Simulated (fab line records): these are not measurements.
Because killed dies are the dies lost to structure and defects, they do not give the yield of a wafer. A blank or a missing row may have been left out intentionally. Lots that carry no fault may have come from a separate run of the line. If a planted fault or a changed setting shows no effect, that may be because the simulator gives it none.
One fault through the eyes of 2 desks    flow rit cmos    numbers are kept per desk, each desk with only its own; the story behind them comes last

## TOOL OWNER'S DESK, pvd sputter-02
The tool's own readings at RIT_SILICIDE_SPUTTER_01 (material Ti, target thk 30 nm, time 240 s): means of the sampled wafers that have a number, for each lot that ran on this tool. Any lot whose mean is over 4 standard deviations away from the usual mean is out of limits and marked OUT; that distance is given in the brackets.
Columns: A = throttle valve pct at RIT_SILICIDE_SPUTTER_01, usual 29.8 %
lot   first seen here  A
L418  day 3 02:32      29.9
L420  day 3 12:44      29.8
L422  day 3 23:13      29.4
L424  day 4 08:29      29.7
L426  day 5 00:28      29.5
L440  day 7 17:25      29.5
This desk's verdict: no lot among the 6 shows anything out of limits.

## THE METROLOGY DESK
Means of the sampled wafers that have a number, per lot and without regard to the tool the lot ran on: this is what the gauges read. Any lot whose mean is over 4 standard deviations away from the usual mean is out of limits and marked OUT; that distance is given in the brackets.
Columns: A = SILICIDE_TI_RS at RIT_SILICIDE_RS_MEAS_02, usual 47.9 ohm/sq; B = SILICIDE_TI_THK at RIT_SILICIDE_THK_MEAS_03, usual 30.0 nm
lot   first seen here  A                B
L418  day 3 02:41      48.9             29.6
L419  day 3 06:54      47.7             30.2
L420  day 3 12:55      48.3             29.9
L421  day 3 19:29      47.4             30.1
L422  day 3 23:22      48.1             29.8
L423  day 4 03:59      48.7             29.7
L424  day 4 08:41      48.4             30.0
L426  day 5 00:40      43.2 (-6.3) OUT  33.4 (+9.3) OUT
L428  day 5 17:01      47.7             30.2
L431  day 6 06:50      47.7             29.9
L435  day 6 21:57      47.9             30.0
L439  day 7 13:59      47.7             30.0
L440  day 7 17:37      47.5             30.0
This desk's finding: out of limits on L426; first on L426, day 5 00:40 (SILICIDE_TI_RS at RIT_SILICIDE_RS_MEAS_02). Within limits: L418, L419, L420, L421, L422, L423, L424, L428, L431, L435, L439, L440.

## PUT TOGETHER
The metrology desk could have raised an alarm at day 5 00:40, on L426.
The desk of the tool owner found nothing out of limits.
Tool owner's desk: L426 on record, inside its limits.
On pvd sputter-02, each named lot ran RIT_SILICIDE_SPUTTER_01.

## WHAT WAS PUT IN BY THE SIMULATOR
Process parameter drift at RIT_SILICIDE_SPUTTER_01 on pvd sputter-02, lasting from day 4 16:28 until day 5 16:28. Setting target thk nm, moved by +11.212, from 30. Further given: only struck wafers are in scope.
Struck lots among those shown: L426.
Hours from the fault's start to each desk's first reading out of limits: the metrology desk, 8.
